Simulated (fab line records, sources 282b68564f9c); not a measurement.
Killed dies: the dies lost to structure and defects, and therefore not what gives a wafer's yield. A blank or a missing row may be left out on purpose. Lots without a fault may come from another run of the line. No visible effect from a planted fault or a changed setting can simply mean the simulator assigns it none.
8D (eight disciplines) problem report, filled in by code	flow rit cmos	the parts of the form that need people (team, actions taken, sign-off) are left out

== 1. WHAT IS WRONG ==
cathode dc power W at RIT_M1_SPUTTER_00 reads a mean of 1959.7 W on 1 wafer of 1 lot; wafers without a fault read 2000.0 W with a standard deviation of 0.32. That is -99 or more standard deviations from the usual mean.
The step: material Al, target thk 400 nm, time 500 s.
First seen on wafer L477.6, day 6 19:17, on pvd sputter-01. The record holds 39 wafers of 13 lots with a number at this step. Rule for "out", or "out of limits": more than 4 standard deviations from the usual mean. The rest of the wafers with a number are treated as sound.

== 2. WHAT IT IS; WHAT IT IS NOT ==
question	is	is not
which readings at this step	cathode dc power W	substrate temp c, throttle valve pct
which lots	L477	L461, L463, L464, L465, L467, L469, L471, L473, L476, L478, L482, L484
which wafers of those lots	L477.6	L477.1, L477.2
read on which tools	pvd sputter-01	pvd sputter-02, pvd sputter-03
when	from day 6 19:17	up to then (29 sound wafers); but 9 sound wafers of L478, L482, L484 came after

== 3. SUSPECTS, AND WHAT RULES EACH OUT ==
Counting: a tool at a process step up to the reading stays a suspect if it ran every lot that is out. Sound lots after the first of them don't rule it out here, since some wafers of a struck lot are sound.
- pvd sputter-01 at RIT_M1_SPUTTER_00 (material Al, target thk 400 nm, time 500 s): kept. It ran the lot that is out, L477 (day 6 19:17); its last sound lot up to then is L476 (day 6 14:07). Its own readings are out on those wafers: cathode dc power W.
The count leaves pvd sputter-01 at RIT_M1_SPUTTER_00.

== 4. THE CAUSE (what the simulator had put in) ==
Process parameter drift: pvd sputter-01, from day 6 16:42 on, at RIT_M1_SPUTTER_00. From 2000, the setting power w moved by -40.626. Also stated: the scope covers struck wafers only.
This tool alone remained once counting was done.

== 5. THE EFFECT CHAIN, in route order ==
One row per reading whose mean, taken over the struck wafers that have a number, lies over 3 standard deviations from the usual. Only readings for which the record gives a usual standard deviation are gone through. hours: the time from each lot's start at the first step in this table that gives one to its start at this step, as a median over the lots. sigmas: the change in usual standard deviations.
hours	step	reading	usual	on struck wafers	change	sigmas
0	RIT_M1_SPUTTER_00	cathode dc power W	2000.0 W	1959.7	-40.3	-99 or more
Process steps it contains:
- RIT_M1_SPUTTER_00: material Al, target thk 400 nm, time 500 s.

== 6. WHAT WOULD HAVE CAUGHT IT SOONER ==
In this record no reading fell out of limits until day 6 19:17, 3 hours after the fault had begun at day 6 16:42.
